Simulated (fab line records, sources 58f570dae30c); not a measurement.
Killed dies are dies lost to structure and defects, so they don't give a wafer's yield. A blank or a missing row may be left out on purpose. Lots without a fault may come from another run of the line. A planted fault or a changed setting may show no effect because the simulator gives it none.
A sampling plan put to the test | flow berkeley_cmos170 | one fab line, 32 faults that these records tell of, each judged on the records of the lots that it struck
The plan is the line's own looks: the steps of the route at which a gauge or an inspection reads the wafer and doesn't change it. A look can be judged if struck wafers have a number there and the file gives its usual mean and standard deviation on fault-free wafers. Caught: at a look after the fault's first step, the mean of the struck wafers lies 4 or more of those standard deviations (sigma) from the usual mean. On the tool: the same test on the tool's own readings at the fault's steps. Another recipe on the struck wafers, or a record that is blank for them alone, also counts as caught.

THE FAULTS, as the simulator had put them in
1. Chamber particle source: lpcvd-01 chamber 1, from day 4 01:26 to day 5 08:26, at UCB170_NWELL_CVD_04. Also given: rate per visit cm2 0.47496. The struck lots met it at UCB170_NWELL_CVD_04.
2. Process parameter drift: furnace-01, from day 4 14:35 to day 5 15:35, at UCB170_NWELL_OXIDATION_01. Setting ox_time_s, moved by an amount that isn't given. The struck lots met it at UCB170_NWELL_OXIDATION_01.
3. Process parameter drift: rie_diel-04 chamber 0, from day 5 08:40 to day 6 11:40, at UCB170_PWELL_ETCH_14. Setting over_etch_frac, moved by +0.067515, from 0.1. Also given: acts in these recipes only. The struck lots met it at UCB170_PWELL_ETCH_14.
4. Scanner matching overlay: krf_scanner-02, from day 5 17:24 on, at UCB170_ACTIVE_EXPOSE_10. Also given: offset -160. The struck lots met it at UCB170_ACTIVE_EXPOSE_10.
5. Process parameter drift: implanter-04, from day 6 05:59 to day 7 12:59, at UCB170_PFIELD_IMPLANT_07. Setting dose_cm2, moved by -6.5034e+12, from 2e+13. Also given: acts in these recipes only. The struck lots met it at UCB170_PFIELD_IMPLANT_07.
6. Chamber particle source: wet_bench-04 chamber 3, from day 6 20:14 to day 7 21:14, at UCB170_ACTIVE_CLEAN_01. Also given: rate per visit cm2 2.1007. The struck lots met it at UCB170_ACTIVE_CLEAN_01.
7. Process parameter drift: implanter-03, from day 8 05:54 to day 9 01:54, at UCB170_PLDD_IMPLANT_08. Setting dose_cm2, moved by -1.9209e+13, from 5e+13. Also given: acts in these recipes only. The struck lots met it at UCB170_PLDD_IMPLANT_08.
8. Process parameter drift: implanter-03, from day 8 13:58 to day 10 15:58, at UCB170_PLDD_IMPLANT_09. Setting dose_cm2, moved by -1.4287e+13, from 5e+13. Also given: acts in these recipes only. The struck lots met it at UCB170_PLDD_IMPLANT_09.
9. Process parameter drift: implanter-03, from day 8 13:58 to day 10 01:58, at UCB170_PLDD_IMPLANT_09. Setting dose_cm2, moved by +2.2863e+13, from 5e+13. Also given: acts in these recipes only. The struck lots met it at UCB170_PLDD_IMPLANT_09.
10. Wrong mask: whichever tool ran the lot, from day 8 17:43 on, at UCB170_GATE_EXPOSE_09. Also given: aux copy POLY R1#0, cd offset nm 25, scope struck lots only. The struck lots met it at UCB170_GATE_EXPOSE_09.
11. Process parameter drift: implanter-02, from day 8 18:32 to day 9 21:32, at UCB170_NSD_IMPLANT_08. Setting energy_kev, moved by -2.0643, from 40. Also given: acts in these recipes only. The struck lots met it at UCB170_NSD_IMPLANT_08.
12. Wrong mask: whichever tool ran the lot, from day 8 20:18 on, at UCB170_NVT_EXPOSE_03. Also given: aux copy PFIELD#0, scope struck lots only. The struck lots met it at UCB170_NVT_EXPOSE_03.
13. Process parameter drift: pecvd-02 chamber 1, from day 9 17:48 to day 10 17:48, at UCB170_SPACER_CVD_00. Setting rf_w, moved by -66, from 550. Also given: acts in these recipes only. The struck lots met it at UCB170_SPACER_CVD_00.
14. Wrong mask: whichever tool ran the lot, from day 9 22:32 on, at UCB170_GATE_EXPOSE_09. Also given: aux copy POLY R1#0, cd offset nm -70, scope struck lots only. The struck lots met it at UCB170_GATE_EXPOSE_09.
15. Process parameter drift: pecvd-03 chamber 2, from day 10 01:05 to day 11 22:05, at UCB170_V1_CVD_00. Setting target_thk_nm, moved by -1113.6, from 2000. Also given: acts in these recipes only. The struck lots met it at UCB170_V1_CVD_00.
16. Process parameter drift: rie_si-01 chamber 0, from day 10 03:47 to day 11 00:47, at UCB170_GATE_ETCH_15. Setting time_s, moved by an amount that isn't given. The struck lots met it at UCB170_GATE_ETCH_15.
17. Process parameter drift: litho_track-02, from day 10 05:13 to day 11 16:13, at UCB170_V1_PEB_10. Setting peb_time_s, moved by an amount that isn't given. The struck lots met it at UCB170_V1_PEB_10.
18. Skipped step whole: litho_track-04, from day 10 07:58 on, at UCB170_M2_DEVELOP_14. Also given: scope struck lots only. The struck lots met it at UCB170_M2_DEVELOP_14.
19. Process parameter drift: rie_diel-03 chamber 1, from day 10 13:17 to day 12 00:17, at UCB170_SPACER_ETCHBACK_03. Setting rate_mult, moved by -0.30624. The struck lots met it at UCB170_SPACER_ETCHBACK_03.
20. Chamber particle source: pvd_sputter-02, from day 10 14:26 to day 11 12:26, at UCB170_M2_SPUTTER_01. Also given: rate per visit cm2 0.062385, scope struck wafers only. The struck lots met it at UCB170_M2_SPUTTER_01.
21. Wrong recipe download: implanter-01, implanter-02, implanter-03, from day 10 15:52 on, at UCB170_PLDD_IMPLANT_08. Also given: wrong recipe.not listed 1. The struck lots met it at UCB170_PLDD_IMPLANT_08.
22. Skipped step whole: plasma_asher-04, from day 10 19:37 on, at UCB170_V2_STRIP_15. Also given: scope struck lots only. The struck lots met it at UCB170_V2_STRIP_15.
23. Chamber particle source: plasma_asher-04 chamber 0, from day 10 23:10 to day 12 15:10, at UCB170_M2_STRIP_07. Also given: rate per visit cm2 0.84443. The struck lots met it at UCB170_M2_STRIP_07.
24. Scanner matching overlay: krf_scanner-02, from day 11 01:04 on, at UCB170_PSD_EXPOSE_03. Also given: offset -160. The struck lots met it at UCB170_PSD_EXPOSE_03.
25. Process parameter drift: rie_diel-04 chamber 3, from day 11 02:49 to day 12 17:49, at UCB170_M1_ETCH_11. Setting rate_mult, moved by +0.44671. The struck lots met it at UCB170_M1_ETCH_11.
26. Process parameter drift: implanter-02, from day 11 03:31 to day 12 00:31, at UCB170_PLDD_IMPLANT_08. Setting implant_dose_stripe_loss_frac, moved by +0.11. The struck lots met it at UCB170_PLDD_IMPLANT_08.
27. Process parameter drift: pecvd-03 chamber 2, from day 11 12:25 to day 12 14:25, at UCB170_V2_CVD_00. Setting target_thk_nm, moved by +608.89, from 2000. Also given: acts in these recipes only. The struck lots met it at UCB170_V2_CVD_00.
28. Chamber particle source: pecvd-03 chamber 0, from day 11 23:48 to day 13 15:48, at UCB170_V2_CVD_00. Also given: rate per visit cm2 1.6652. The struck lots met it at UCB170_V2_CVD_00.
29. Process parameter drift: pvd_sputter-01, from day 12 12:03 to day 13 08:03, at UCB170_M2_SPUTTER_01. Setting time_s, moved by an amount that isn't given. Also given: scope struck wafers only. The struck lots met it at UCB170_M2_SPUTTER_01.
30. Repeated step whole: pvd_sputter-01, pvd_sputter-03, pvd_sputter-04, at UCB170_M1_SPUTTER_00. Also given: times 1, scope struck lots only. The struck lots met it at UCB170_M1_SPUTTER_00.
31. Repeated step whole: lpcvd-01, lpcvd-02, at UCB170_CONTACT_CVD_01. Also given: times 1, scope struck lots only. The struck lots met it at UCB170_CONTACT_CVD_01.
32. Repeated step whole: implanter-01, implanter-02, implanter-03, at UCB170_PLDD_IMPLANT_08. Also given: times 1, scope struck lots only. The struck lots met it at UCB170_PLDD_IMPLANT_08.

WHAT THE PLAN SAW
fault | on the tool itself                               | first look that catches it                      | reading, sigma                                         | median hours from its first step to that look | hours from the fault's start to the first struck lot there | judged looks passed uncaught
1     | under 2 sigma                                    | no look after it can be judged                  | -                                                      | -                                             | -                                                          | 0
2     | under 2 sigma                                    | UCB170_NWELL_THK_MEAS_02                        | NWELL_OXIDE_THK -16                                    | 1.4                                           | 16                                                         | 0
3     | only faintly: oes_product_au -2.0 sigma          | no look after it can be judged                  | -                                                      | -                                             | -                                                          | 0
4     | no reading that can be judged                    | UCB170_ACTIVE_OVL_MEAS_14                       | ACTIVE_OVL -32                                         | 0.6                                           | 7                                                          | 0
5     | dose_ions_cm2 -99 or beyond sigma                | UCB170_PFIELD_TW_MEAS_09                        | PFIELD_TW -14                                          | 0.2                                           | 5                                                          | 0
6     | no reading that can be judged                    | no look after it can be judged                  | -                                                      | -                                             | -                                                          | 0
7     | dose_ions_cm2 -99 or beyond sigma                | UCB170_PLDD_TW_MEAS_11                          | PLDD_TW -5.1                                           | 0.4                                           | 8                                                          | 0
8     | dose_ions_cm2 -99 or beyond sigma                | UCB170_SDANNEAL_RS_MEAS_04                      | PLDD_RS +51                                            | 15.3                                          | 18                                                         | 2
9     | dose_ions_cm2 +99 or beyond sigma                | UCB170_PLDD_TW_MEAS_11                          | PLDD_TW +6.7                                           | 0.2                                           | 1                                                          | 0
10    | under 2 sigma                                    | UCB170_GATE_CD_MEAS_12                          | cd_nm +15                                              | 0.7                                           | 7                                                          | 0
11    | beam_energy_keV -99 or beyond sigma              | UCB170_SDANNEAL_RS_MEAS_03                      | NSD_RS +6.9                                            | 2.7                                           | 11                                                         | 0
12    | under 2 sigma                                    | UCB170_NVT_TW_MEAS_09                           | NVT_TW -99 or beyond                                   | 1.1                                           | 4                                                          | 0
13    | rf_fwd_power_W -26 sigma                         | not the one look that can be judged after it    | -                                                      | -                                             | -                                                          | 1
14    | no reading that can be judged                    | UCB170_GATE_CD_MEAS_12                          | cd_nm -40                                              | 0.4                                           | 1                                                          | 0
15    | under 2 sigma                                    | UCB170_V1_THK_MEAS_01                           | V1_TEOS_THK -41                                        | 0.2                                           | 6                                                          | 0
16    | run_length_s +10 sigma                           | no look after it can be judged                  | -                                                      | -                                             | -                                                          | 0
17    | heater_power_total_W +99 or beyond sigma         | UCB170_V1_CD_MEAS_12                            | cd_nm -65                                              | 0.3                                           | 9                                                          | 0
18    | no reading that can be judged                    | no look after it can be judged                  | -                                                      | -                                             | -                                                          | 0
19    | oes_product_au -9.1 sigma                        | no look after it can be judged                  | -                                                      | -                                             | -                                                          | 0
20    | under 2 sigma                                    | none of the 2 looks that can be judged after it | -                                                      | -                                             | -                                                          | 2
21    | no reading that can be judged                    | UCB170_PLDD_TW_MEAS_11                          | PLDD_TW -12                                            | 0.4                                           | 5                                                          | 0
22    | the tool's record is blank for the struck wafers | no look after it can be judged                  | -                                                      | -                                             | -                                                          | 0
23    | under 2 sigma                                    | none of the 8 looks that can be judged after it | strongest: V2_TEOS_THK at UCB170_V2_THK_MEAS_01, +2.1  | -                                             | -                                                          | 8
24    | under 2 sigma                                    | UCB170_PSD_OVL_MEAS_07                          | PSD_OVL -25                                            | 0.7                                           | 7                                                          | 0
25    | oes_product_au +13 sigma                         | no look after it can be judged                  | -                                                      | -                                             | -                                                          | 0
26    | under 2 sigma                                    | not the one look that can be judged after it    | strongest: PLDD_RS at UCB170_SDANNEAL_RS_MEAS_04, +3.7 | -                                             | -                                                          | 1
27    | under 2 sigma                                    | UCB170_V2_THK_MEAS_01                           | V2_TEOS_THK +21                                        | 0.2                                           | 3                                                          | 0
28    | under 2 sigma                                    | none of the 2 looks that can be judged after it | -                                                      | -                                             | -                                                          | 2
29    | under 2 sigma                                    | UCB170_M2_RS_MEAS_02                            | M2_AL_RS -26                                           | 0.1                                           | 7                                                          | 0
30    | under 2 sigma                                    | UCB170_M1_RS_MEAS_01                            | M1_AL_RS -42                                           | 0.3                                           | -                                                          | 0
31    | under 2 sigma                                    | UCB170_CONTACT_THK_MEAS_02                      | CONTACT_PSG_THK +99 or beyond                          | 4.1                                           | -                                                          | 0
32    | no reading that can be judged                    | UCB170_PLDD_TW_MEAS_11                          | PLDD_TW +12                                            | 0.9                                           | -                                                          | 0
A dash: the fault isn't caught, or these records don't give the number.

Caught at a look: 19 of 32. Caught on the tool: 11 of 32. By one or the other: 24 of 32.
Caught on the tool alone: faults 13, 16, 19, 22, 25.
Caught at a look alone: faults 2, 4, 10, 12, 14, 15, 21, 24, 27, 29, 30, 31, 32.
Caught by neither: faults 1, 3, 6, 18, 20, 23, 26, 28.

THINNER SAMPLING
If the look that catches a fault measured only every second or every third lot, by lot number, the first struck lot would be measured this late in the worst case:
fault | struck lots at that look, in order of time | every lot | every second lot | every third lot
2     | L443, L444                                 | 16 h      | 23 h             | may miss all 2
4     | L327, L329, L330, L333                     | 7 h       | 20 h             | may miss all 4
5     | L541, L546                                 | 5 h       | 31 h             | may miss all 2
7     | L670, L673                                 | 8 h       | 9 h              | may miss all 2
8     | L527, L530, L531                           | 18 h      | 33 h             | may miss all 3
9     | L705, L708                                 | 1 h       | 23 h             | may miss all 2
10    | L657                                       | 7 h       | may miss it      | may miss it
11    | L984, L989                                 | 11 h      | 28 h             | may miss all 2
12    | L884                                       | 4 h       | may miss it      | may miss it
14    | L295                                       | 1 h       | may miss it      | may miss it
15    | L309                                       | 6 h       | may miss it      | may miss it
17    | L766, L770                                 | 9 h       | may miss all 2   | may miss all 2
21    | L941, L942, L944, L943                     | 5 h       | 5 h              | 19 h
24    | L289, L294, L295                           | 7 h       | 22 h             | may miss all 3
27    | L558, L561                                 | 3 h       | 20 h             | may miss all 2
29    | L867, L869                                 | 7 h       | may miss all 2   | may miss all 2
Hours are from the fault's start to the first struck lot that is measured. The limit of 4 sigma was tested on all struck wafers together, so one lot alone may lie under it. Other struck lots may not be in these records.

THE LONGEST TIMED WAY FROM STEP TO LOOK
Fault 8: a median of 15.3 hours passes between UCB170_PLDD_IMPLANT_09 and UCB170_SDANNEAL_RS_MEAS_04. The looks between them that can be judged stayed within 4 sigma: UCB170_PLDD_TW_MEAS_11, UCB170_PSD_CD_MEAS_06.
